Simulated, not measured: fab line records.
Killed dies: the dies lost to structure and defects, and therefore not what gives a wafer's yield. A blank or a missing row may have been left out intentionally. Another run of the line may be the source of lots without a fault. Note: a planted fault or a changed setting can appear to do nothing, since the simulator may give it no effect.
Which of the tools did it? + flow berkeleyCmos170 + 14 lots, 40 wafers sampled, at 5 steps of a route of 331

== WHAT THE GAUGES SHOWED, per wafer ==
UCB170_V1_BOW_MEAS_03. Usual: V1_BOW gives 20 um (standard deviation 6.8).
| lot  | measured     | on           | V1_BOW (um) | flag |
|------|--------------|--------------|-------------|------|
| L585 | day 8 12:57  | filmMetro-01 | 24 30 20    |      |
| L584 | day 8 14:17  | filmMetro-01 | 14 24 13    |      |
| L591 | day 9 13:25  | filmMetro-02 | 30 12 30    |      |
| L590 | day 9 17:04  | filmMetro-03 | 21 23 26    |      |
| L588 | day 9 18:26  | filmMetro-01 | 25 21 28    |      |
| L587 | day 9 18:47  | filmMetro-01 | 16 19 17    |      |
| L592 | day 9 19:00  | filmMetro-03 | 36 22 16    |      |
| L593 | day 9 19:16  | filmMetro-01 | 7 24 10     |      |
| L594 | day 10 10:00 | filmMetro-02 | 26 22 17    |      |
| L596 | day 10 21:38 | filmMetro-01 | 24 9 22     |      |
| L606 | day 12 09:43 | filmMetro-02 | 21 25 15    |      |
| L605 | day 12 11:03 | filmMetro-03 | 16          |      |
| L607 | day 12 12:25 | filmMetro-03 | 19 17 18    |      |
| L602 | day 12 12:41 | filmMetro-02 | 10 19 24    |      |

UCB170_V1_THK_MEAS_04. Usual: V1_POLISHED_THK gives 1000.1 nm (standard deviation 1.1).
| lot  | measured     | on           | V1_POLISHED_THK (nm) | flag |
|------|--------------|--------------|----------------------|------|
| L585 | day 8 13:04  | filmMetro-01 | 999.6 1000.9 1000.4  |      |
| L584 | day 8 14:25  | filmMetro-01 | 998.7 999.7 999.2    |      |
| L591 | day 9 13:30  | filmMetro-02 | 999.1 998.7 999.9    |      |
| L590 | day 9 17:11  | filmMetro-03 | 1001.4 999.3 1001.6  |      |
| L588 | day 9 18:32  | filmMetro-01 | 999.8 999.5 1001.3   |      |
| L587 | day 9 18:53  | filmMetro-01 | 1001.6 999.7 1000.8  |      |
| L592 | day 9 19:07  | filmMetro-03 | 1000.7 1001.5 1000.8 |      |
| L593 | day 9 19:23  | filmMetro-01 | 1001.4 998.9 1000.3  |      |
| L594 | day 10 10:07 | filmMetro-02 | 1001.0 1000.4 999.3  |      |
| L596 | day 10 21:45 | filmMetro-01 | 1001.0 1002.7 1001.2 |      |
| L606 | day 12 09:50 | filmMetro-02 | 999.0 1000.6 1000.3  |      |
| L605 | day 12 11:10 | filmMetro-03 | 999.0                |      |
| L607 | day 12 12:31 | filmMetro-03 | 1001.6 1002.6 1000.8 |      |
| L602 | day 12 12:48 | filmMetro-02 | 1000.0 999.5 998.6   |      |

UCB170_M2_RS_MEAS_02: uses a four-point probe to measure. Usual: M2_AL_RS gives 0.0320 ohm/sq (standard deviation 0.00032).
| lot  | measured     | on           | M2_AL_RS (ohm/sq)                         | flag |
|------|--------------|--------------|-------------------------------------------|------|
| L585 | day 8 15:23  | filmMetro-03 | 0.0323 0.0322 0.0322                      |      |
| L584 | day 8 18:04  | filmMetro-01 | 0.0317 0.0320 0.0319                      |      |
| L591 | day 9 15:22  | filmMetro-03 | 0.0320 0.0319 0.0319                      |      |
| L590 | day 9 19:14  | filmMetro-04 | 0.0319 0.0319 0.0321                      |      |
| L588 | day 9 21:23  | filmMetro-04 | 0.0315 0.0320 0.0320                      |      |
| L587 | day 9 22:05  | filmMetro-03 | 0.0323 0.0322 0.0323                      |      |
| L592 | day 9 21:54  | filmMetro-04 | 0.0321 0.0319 0.0322                      |      |
| L593 | day 9 22:38  | filmMetro-03 | 0.0324 0.0323 0.0330                      |      |
| L594 | day 10 12:01 | filmMetro-01 | 0.0325 0.0319 0.0322                      |      |
| L596 | day 10 23:43 | filmMetro-03 | 0.0318 0.0320 0.0321                      |      |
| L606 | day 12 11:44 | filmMetro-01 | 0.0321 0.0326 0.0321                      |      |
| L605 | day 12 13:26 | filmMetro-01 | 0.0859 0.0859                             | OFF  |
| L607 | day 12 14:43 | filmMetro-01 | 0.0318 0.0320 0.0320                      |      |
| L602 | day 12 15:22 | filmMetro-03 | 0.0321 0.0842 0.0321 0.0321 0.0842 0.0321 | OFF  |

UCB170_M2_THK_MEAS_03: measures by xrf. Usual: M2_AL_THK gives 918 nm (standard deviation 9.8).
| lot  | measured     | on           | M2_AL_THK (nm)          | flag |
|------|--------------|--------------|-------------------------|------|
| L585 | day 8 15:31  | filmMetro-03 | 914 913 916             |      |
| L584 | day 8 18:11  | filmMetro-01 | 925 920 914             |      |
| L591 | day 9 15:28  | filmMetro-03 | 923 921 924             |      |
| L590 | day 9 19:21  | filmMetro-04 | 914 918 913             |      |
| L588 | day 9 21:29  | filmMetro-04 | 933 913 923             |      |
| L587 | day 9 22:12  | filmMetro-03 | 913 914 906             |      |
| L592 | day 9 22:01  | filmMetro-04 | 918 912 907             |      |
| L593 | day 9 22:46  | filmMetro-03 | 909 909 894             |      |
| L594 | day 10 12:08 | filmMetro-01 | 901 918 911             |      |
| L596 | day 10 23:50 | filmMetro-03 | 922 924 914             |      |
| L606 | day 12 11:52 | filmMetro-01 | 918 904 911             |      |
| L605 | day 12 15:37 | filmMetro-01 | 347 348                 | OFF  |
| L607 | day 12 14:49 | filmMetro-01 | 917 919 916             |      |
| L602 | day 12 17:39 | filmMetro-03 | 918 354 916 917 356 917 | OFF  |

== EACH LOT AND THE TOOL THAT RAN IT (in order: tool; ch and the chambers of the sampled wafers; start) ==
| lot  | UCB170_M2_SPUTTER_01        |
|------|-----------------------------|
| L585 | pvdSputter-04, day 8 15:19  |
| L584 | pvdSputter-02, day 8 17:59  |
| L591 | pvdSputter-02, day 9 15:14  |
| L590 | pvdSputter-03, day 9 19:09  |
| L588 | pvdSputter-02, day 9 21:16  |
| L587 | pvdSputter-02, day 9 21:59  |
| L592 | pvdSputter-04, day 9 21:49  |
| L593 | pvdSputter-03, day 9 22:34  |
| L594 | pvdSputter-03, day 10 11:56 |
| L596 | pvdSputter-03, day 10 23:38 |
| L606 | pvdSputter-04, day 12 11:40 |
| L605 | pvdSputter-03, day 12 13:22 |
| L607 | pvdSputter-02, day 12 14:35 |
| L602 | pvdSputter-03, day 12 15:16 |
- UCB170_M2_SPUTTER_01: material Al, target thk 900 nm, time 120 s.

== WHAT THE TOOLS THEMSELVES READ (means of the sampled wafers that have a number; where no wafer has one, the mark that the record gives instead) ==
UCB170_M2_SPUTTER_01. Usual: chamberPressurePa 0.4999 Pa, standard deviation 0.001; throttleValvePct 29.3 %, standard deviation 1.4.
| lot  | tool          | chamberPressurePa (Pa) | throttleValvePct (%) | flag |
|------|---------------|------------------------|----------------------|------|
| L585 | pvdSputter-04 | 0.4984                 | 30.6                 |      |
| L584 | pvdSputter-02 | 0.4986                 | 29.7                 |      |
| L591 | pvdSputter-02 | 0.4998                 | 28.8                 |      |
| L590 | pvdSputter-03 | 0.4996                 | 30.0                 |      |
| L588 | pvdSputter-02 | 0.5001                 | 29.3                 |      |
| L587 | pvdSputter-02 | 0.5000                 | 28.4                 |      |
| L592 | pvdSputter-04 | 0.5001                 | 29.1                 |      |
| L593 | pvdSputter-03 | 0.5000                 | 28.7                 |      |
| L594 | pvdSputter-03 | 0.4987                 | 28.8                 |      |
| L596 | pvdSputter-03 | 0.4996                 | 30.0                 |      |
| L606 | pvdSputter-04 | 0.4998                 | 28.5                 |      |
| L605 | pvdSputter-03 | 0.5012                 | 31.3                 |      |
| L607 | pvdSputter-02 | 0.4998                 | 29.8                 |      |
| L602 | pvdSputter-03 | 0.4996                 | 29.8                 |      |

== THE ANSWER, worked out from the rows above alone ==
Rule: take the mean of a lot's wafers that have a number; if it is more than 3 standard deviations from the usual mean, the lot is off. Also off: a lot with no number at a reading for which 4 or more lots have one. Where the step has rows for the other lots, those lots are counted as sound. First the gauges in route order, then the tools' own readings, where a lot's mean is used as printed above. At the first step where some lot is off, the reading lying furthest off is the one used; lots without a number count as furthest.
Off: at UCB170_M2_RS_MEAS_02 (M2_AL_RS), L605, L602.
If a tool, at a process step before that reading, ran all the lots that are off and no sound lot after the first of them, it fits. The gauges at UCB170_M2_RS_MEAS_02 are tried like those tools. One fits: UCB170_M2_SPUTTER_01 on pvdSputter-03. Its last sound lot is L596 (day 10 23:38), its first lot that is off L605 (day 12 13:22): a fault that began between those two fits.

== WHAT THE SIMULATOR HAD INSERTED ==
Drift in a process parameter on pvdSputter-03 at UCB170_M2_SPUTTER_01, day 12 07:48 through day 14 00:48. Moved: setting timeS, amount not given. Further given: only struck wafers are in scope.
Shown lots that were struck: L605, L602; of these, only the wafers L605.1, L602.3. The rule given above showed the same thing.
